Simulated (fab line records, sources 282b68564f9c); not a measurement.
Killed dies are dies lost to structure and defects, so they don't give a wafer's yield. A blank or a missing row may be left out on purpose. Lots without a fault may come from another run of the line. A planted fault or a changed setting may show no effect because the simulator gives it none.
fab line records | flow rit_cmos | part 2 of 2: steps 33 to 45 of 45
record lots=5 wafers=15 last_day=8
route steps=202 shown NLDD@106 PLDD@114 SPACER@125 NSD@131 PSD@142
lots that met no fault: from a run of the same line without faults
start_h: hours from the record's first day to the start of the lot's first wafer shown | wait_h: hours since the lot's step before | " the same as in the row above | L1.1+2: a row that stands for several wafers | - no value, or no start given | * or withheld: withheld | < > ~ a bound
route shown NAME@n: a module of which the file shows steps, and the number in the route of the first | usual: mean/standard deviation of fault-free wafers | same: alike in all rows | chamber/n: place in a boat | sites: the reading at each site | _std_site: their standard deviation | _edge_site: outer sites' mean less inner sites' | radius_mm: how far each site lies from the wafer's centre | mask NAME#n: copy n | behind: the tool/chamber that last shaped the wafer | hold: why the lot was held/for how many hours/how that ended | device: the transistor (n, p or np) that didn't switch | end of line: the same wafers' tests at the end of the route | a step without rows: its recipe alone | killed: dies lost to structure and defects at the first sort, not the wafer's yield | map: a wafer's dies, x killed, . not, _ none there
set.NAME: the setting as run; set.NAME@STEP: as run at that earlier step | model.NAME: the simulator's own value behind a step, which no gauge read
lots at some steps of the route; a table a step, a row a wafer
services: from which hour (start_h, from the record's first day; less than 0 if before it) a tool's chamber was out of use, for how many hours, and why
## steps
# step RIT_NSD_HARDBAKE_07
# recipe resist=NOVOLAK temp_c=140 time_s=60
# usual heater_power_total_W=62.55/0.047
# columns lot.wafer tool chamber start_h wait_h heater_power_total_W
L074.3 litho_track-02 0 57.85 0.1 62.59
L074.4 " 0 " " 62.63
L074.5 " 0 " " 62.43
L083.2 litho_track-01 0 93.50 0.0 62.62
L083.3 " 0 " " 62.60
L083.4 " 0 " " 62.58
L084.3 litho_track-01 0 98.86 0.1 62.49
L084.4 " 0 " " 62.58
L084.5 " 0 " " 62.65
L087.1 litho_track-01 0 117.34 0.0 62.59
L087.2 " 0 " " 62.59
L087.3 " 0 " " 62.58
L097.2 litho_track-01 0 175.05 0.0 62.59
L097.3 " 0 " " 62.62
L097.5 " 0 " " 62.52
# step RIT_NSD_IMPLANT_08
# recipe species=P energy_kev=25 dose_cm2=1e+15 tilt_deg=7
# same implant_ion_amu=31
# columns lot.wafer tool chamber start_h wait_h
L074.3+4+5 implanter-03 0 58.00 0.1
L083.2+3+4 implanter-03 0 93.65 0.1
L084.3+4+5 implanter-01 0 99.01 0.1
L087.1+2+3 implanter-01 0 117.49 0.1
L097.2+3+5 implanter-01 0 175.20 0.1
# step RIT_NSD_STRIP_09
# recipe chemistry=O2 time_s=180 resist=NOVOLAK platen_temp_c=withheld power_w=500 pressure_mtorr=4000 o2_flow_sccm=4000
# usual chamber_pressure_mTorr=4000/3.7 drypump_motor_current_A=5.7/0.3
# columns lot.wafer tool chamber start_h wait_h chamber_pressure_mTorr drypump_motor_current_A rf_hours_counter_h
L074.3 plasma_asher-02 1 58.16 0.1 4003 5.6 -
L074.4 " 0 " " 4005 5.5 -
L074.5 " 0 " " 3997 5.5 -
L083.2 plasma_asher-02 0 93.77 0.1 4002 5.5 47
L083.3 " 1 " " 4002 5.6 -
L083.4 " 0 " " 3997 5.5 -
L084.3 plasma_asher-01 0 99.16 0.1 4001 5.6 -
L084.4 " 1 " " 3998 5.0 -
L084.5 " 0 " " 4000 5.5 -
L087.1 plasma_asher-02 0 117.64 0.1 3999 5.5 49
L087.2 " 1 " " 4005 5.7 49
L087.3 " 1 " " 4008 5.7 -
L097.2 plasma_asher-01 1 175.33 0.1 4001 4.9 39
L097.3 " 0 " " 3999 5.5 -
L097.5 " 1 " " 3997 5.0 -
# step RIT_NSD_TW_MEAS_10
# usual NSD_TW=3110/25
# columns lot.wafer tool chamber start_h wait_h NSD_TW
L074.3 film_metro-01 - 58.30 0.1 3107
L074.4 " - " " 3103
L074.5 " - " " 3115
L083.2 film_metro-04 - 93.96 0.1 3088
L083.3 " - " " 3092
L083.4 " - " " 3075
L084.3 film_metro-03 - 99.30 0.1 3111
L084.4 " - " " 3140
L084.5 " - " " 3142
L087.1 film_metro-04 - 117.81 0.1 3087
L087.2 " - " " 3079
L087.3 " - " " 3094
L097.2 film_metro-01 - 175.51 0.1 3097
L097.3 " - " " 3096
L097.5 " - " " 3106
# step RIT_PSD_HMDS_00
# recipe prime_time_s=60 prime_temp_c=140
# columns lot.wafer tool chamber start_h wait_h
L074.3+4+5 litho_track-02 0 58.39 0.1
L083.2+3+4 litho_track-01 0 94.03 0.1
L084.3+4+5 litho_track-01 0 99.39 0.1
L087.1+2+3 litho_track-01 0 117.87 0.1
L097.2+3+5 litho_track-01 0 175.59 0.1
# step RIT_PSD_COAT_01
# recipe resist=NOVOLAK spin_rpm=3250 resist_thk_nm=1000
# usual dispense_pressure_kPa=53/5.3
# columns lot.wafer tool chamber start_h wait_h dispense_pressure_kPa
L074.3 litho_track-02 0 58.54 0.1 46
L074.4 " 0 " " 46
L074.5 " 0 " " 46
L083.2 litho_track-01 0 94.18 0.1 54
L083.3 " 0 " " 54
L083.4 " 0 " " 54
L084.3 litho_track-01 0 99.54 0.1 54
L084.4 " 0 " " 54
L084.5 " 0 " " 54
L087.1 litho_track-01 0 118.02 0.1 54
L087.2 " 0 " " 54
L087.3 " 0 " " 54
L097.2 litho_track-01 0 175.74 0.1 54
L097.3 " 0 " " 54
L097.5 " 0 " " 54
# step RIT_PSD_SOFTBAKE_02
# recipe resist=NOVOLAK temp_c=90 time_s=60
# usual heater_power_total_W=34.56/0.053
# columns lot.wafer tool chamber start_h wait_h heater_power_total_W
L074.3 litho_track-02 0 58.69 0.1 34.55
L074.4 " 0 " " 34.60
L074.5 " 0 " " 34.54
L083.2 litho_track-01 0 94.33 0.1 34.63
L083.3 " 0 " " 34.56
L083.4 " 0 " " 34.55
L084.3 litho_track-01 0 99.69 0.1 34.59
L084.4 " 0 " " 34.47
L084.5 " 0 " " 34.49
L087.1 litho_track-01 0 118.17 0.1 34.46
L087.2 " 0 " " 34.47
L087.3 " 0 " " 34.61
L097.2 litho_track-01 0 175.89 0.1 34.58
L097.3 " 0 " " 34.50
L097.5 " 0 " " 34.58
# step RIT_PSD_EXPOSE_03
# recipe mask_id=M10 na=0.57 target_cd_nm=40900 dose_mj=250
# columns lot.wafer tool chamber start_h wait_h mask
L074.3+4+5 iline_stepper-01 0 58.95 0.2 M10#0
L083.2+3+4 iline_stepper-02 0 94.48 0.1 M10#0
L084.3+4+5 iline_stepper-01 0 99.95 0.2 M10#0
L087.1+2+3 iline_stepper-02 0 118.45 0.2 M10#0
L097.2+3+5 iline_stepper-02 0 176.16 0.2 M10#0
# step RIT_PSD_PEB_04
# recipe resist=NOVOLAK temp_c=withheld time_s=withheld
# columns lot.wafer tool chamber start_h wait_h
L074.3+4+5 litho_track-03 0 59.08 0.1
L083.2+3+4 litho_track-01 0 94.76 0.3
L084.3+4+5 litho_track-02 0 100.08 0.1
L087.1+2+3 litho_track-03 0 118.56 0.1
L097.2+3+5 litho_track-01 0 176.28 0.1
# step RIT_PSD_DEVELOP_05
# recipe resist=NOVOLAK develop_time_s=50 dev_temp_c=23
# same develop_time_s=50
# columns lot.wafer tool chamber start_h wait_h
L074.3+4+5 litho_track-03 0 - -
L083.2+3+4 litho_track-01 0 - -
L084.3+4+5 litho_track-02 0 - -
L087.1+2+3 litho_track-03 0 - -
L097.2+3+5 litho_track-01 0 - -
# step RIT_PSD_OVL_MEAS_06
# usual PSD_OVL=1.8/1.5
# columns lot.wafer tool chamber start_h wait_h PSD_OVL[nm]
L074.3 overlay-02 - 59.32 - 3.8
L074.4 " - " " 1.3
L074.5 " - " " 2.1
L083.2 overlay-02 - 95.03 - -1.2
L083.3 " - " " -0.5
L083.4 " - " " -0.3
L084.3 overlay-01 - 100.33 - 0.3
L084.4 " - " " 0.5
L084.5 " - " " -1.6
L087.1 overlay-02 - 118.85 - 0.6
L087.2 " - " " 3.4
L087.3 " - " " 2.1
L097.2 overlay-01 - 176.54 - 0.0
L097.3 " - " " 4.9
L097.5 " - " " 2.2
# step RIT_PSD_HARDBAKE_07
# recipe resist=NOVOLAK temp_c=140 time_s=60
# usual heater_power_total_W=62.55/0.05
# columns lot.wafer tool chamber start_h wait_h heater_power_total_W
L074.3 litho_track-01 0 59.40 0.1 62.62
L074.4 " 0 " " 62.45
L074.5 " 0 " " 62.61
L083.2 litho_track-01 0 95.08 0.0 62.54
L083.3 " 0 " " 62.48
L083.4 " 0 " " 62.61
L084.3 litho_track-03 0 100.40 0.1 62.58
L084.4 " 0 " " 62.53
L084.5 " 0 " " 62.58
L087.1 litho_track-02 0 118.88 0.0 62.58
L087.2 " 0 " " 62.54
L087.3 " 0 " " 62.45
L097.2 litho_track-03 0 176.60 0.0 62.60
L097.3 " 0 " " 62.53
L097.5 " 0 " " 62.55
# step RIT_PSD_IMPLANT_08
# recipe species=BF2 energy_kev=27 dose_cm2=5e+15 tilt_deg=7
# same implant_ion_amu=49
# columns lot.wafer tool chamber start_h wait_h
L074.3+4+5 implanter-02 0 59.55 0.1
L083.2+3+4 implanter-01 0 95.23 0.1
L084.3+4+5 implanter-03 0 100.55 0.1
L087.1+2+3 implanter-03 0 119.03 0.1
L097.2+3+5 implanter-02 0 176.75 0.1
## services
# columns tool chamber start_h hours kind
iline_stepper-02 - 35.36 7.5 repair
lpcvd-02 - 36.00 6.1 pm
implanter-01 - 37.41 1.2 repair
implanter-01 - 42.59 0.5 repair
rie_diel-04 0 42.82 4.8 repair
iline_stepper-01 0 51.18 - calibration
implanter-01 - 53.73 1.6 repair
lpcvd-02 - 54.66 2.6 repair
plasma_asher-03 - 76.25 2.9 repair
iline_stepper-01 - 76.63 1.7 pm
plasma_asher-04 - 78.88 2.8 pm
implanter-01 - 82.24 0.7 repair
rie_diel-03 0 86.65 18.1 repair
implanter-02 - 104.09 5.3 repair
plasma_asher-03 - 108.75 9.0 pm
plasma_asher-03 0 108.75 9.0 vent_cycle
iline_stepper-02 - 110.73 1.7 repair
plasma_asher-03 - 116.03 0.7 repair
implanter-03 - 129.22 0.7 repair
plasma_asher-01 - 136.21 0.6 repair
implanter-04 - 136.36 3.6 repair
rie_diel-04 3 145.90 8.6 repair
implanter-02 - 153.01 0.5 repair
implanter-02 - 170.57 4.2 repair
